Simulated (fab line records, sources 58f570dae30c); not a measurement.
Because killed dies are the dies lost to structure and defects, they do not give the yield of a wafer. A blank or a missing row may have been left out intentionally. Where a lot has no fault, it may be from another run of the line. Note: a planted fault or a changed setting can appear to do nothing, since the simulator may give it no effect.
Code-filled problem report in 8D (eight disciplines) form | flow berkeleyCmos170 | the parts of the form that need people (team, actions taken, sign-off) are left out

== 1. WHAT IS WRONG ==
SILICIDE_TI_RS at UCB170_SILICIDE_RS_MEAS_02 reads a mean of 20.9 ohm/sq on 2 wafers of 2 lots; wafers without a fault read 26.1 ohm/sq with a standard deviation of 0.3. Relative to the usual mean, that is a shift of -18 standard deviations.
The step: measures by four-point-probe.
Seen first at day 10 07:25 on filmMetro-01, wafer L903.1. The record has a number at this step for 42 wafers belonging to 14 lots. The rule behind "out" and "out of limits": a value lying over 4 standard deviations away from the usual mean. All remaining wafers that have a number are taken as sound.

== 2. WHAT IT IS, AND WHAT IT ISN'T ==
question                    | is                         | is not
which readings at this step | SILICIDE_TI_RS             | -
which lots                  | L903, L905                 | L888, L890, L892, L893, L894, L895, L897, L899, L907, L909, L910, L911
which wafers of those lots  | L903.1, L905.2             | L903.2, L903.5, L905.1, L905.4
read on which gauges        | filmMetro-01, filmMetro-04 | filmMetro-03
when                        | from day 10 07:25          | up to then (26 sound wafers); but 14 sound wafers of L905, L907, L909, L910, L911 came after

== 3. SUSPECTS, AND WHAT RULES EACH OUT ==
Counting: any tool at a process step up to the reading remains a suspect provided it ran every lot that is out. Sound lots after the first of them don't rule it out here, since some wafers of a struck lot are sound.
- the gauge at UCB170_SILICIDE_RS_MEAS_02 has been ruled out. The wafers that are out were read on 2 gauges (filmMetro-01, filmMetro-04).
- pvdSputter-02 at UCB170_SILICIDE_SPUTTER_01 (material Ti, target thk 30 nm, time 25 s): kept. It processed each lot that is out (first: L903, day 10 07:23); up to then, its last sound lot is L894 (day 8 09:38).
The count leaves pvdSputter-02 at UCB170_SILICIDE_SPUTTER_01.

== 4. THE CAUSE (what the simulator had put in) ==
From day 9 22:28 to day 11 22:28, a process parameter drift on pvdSputter-02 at UCB170_SILICIDE_SPUTTER_01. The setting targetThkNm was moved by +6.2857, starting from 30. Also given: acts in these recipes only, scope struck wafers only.
Only this tool survived the counting.

== 5. THE CHAIN OF EFFECTS, in route order ==
Rows list readings where the struck wafers' mean (over those with a number) sits beyond 3 standard deviations from the usual. Only readings whose record carries a usual standard deviation are examined. hours: median over the lots of the time between each lot's start at the first step of this table that gives one and its start at this step. sigmas: the change, counted in usual standard deviations.
hours | step                        | reading          | usual       | on struck wafers | change | sigmas
0     | UCB170_SILICIDE_SPUTTER_01  | throttleValvePct | 30.3 %      | 32.8             | +2.4   | +3.7
0     | UCB170_SILICIDE_RS_MEAS_02  | SILICIDE_TI_RS   | 26.1 ohm/sq | 20.9             | -5.2   | -18
0     | UCB170_SILICIDE_THK_MEAS_03 | SILICIDE_TI_THK  | 29.7 nm     | 36.1             | +6.4   | +19
It contains these process steps:
- UCB170_SILICIDE_SPUTTER_01: material Ti, target thk 30 nm, time 25 s.

== 6. WHAT WOULD HAVE CAUGHT IT SOONER ==
Counted from the fault's start at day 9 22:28, it took 9 hours until the first out-of-limits reading at a measuring or inspecting step in this record, taken at day 10 07:25.
Tool readings at UCB170_SILICIDE_SPUTTER_01 with a usual standard deviation given in the record: none out on any struck wafer, hence no alarm at a limit of 4 standard deviations on them.
Of the lots that are out (2), L905 began UCB170_SILICIDE_SPUTTER_01 on pvdSputter-02 after day 10 07:25. A hold on the tool at that time would have spared it.
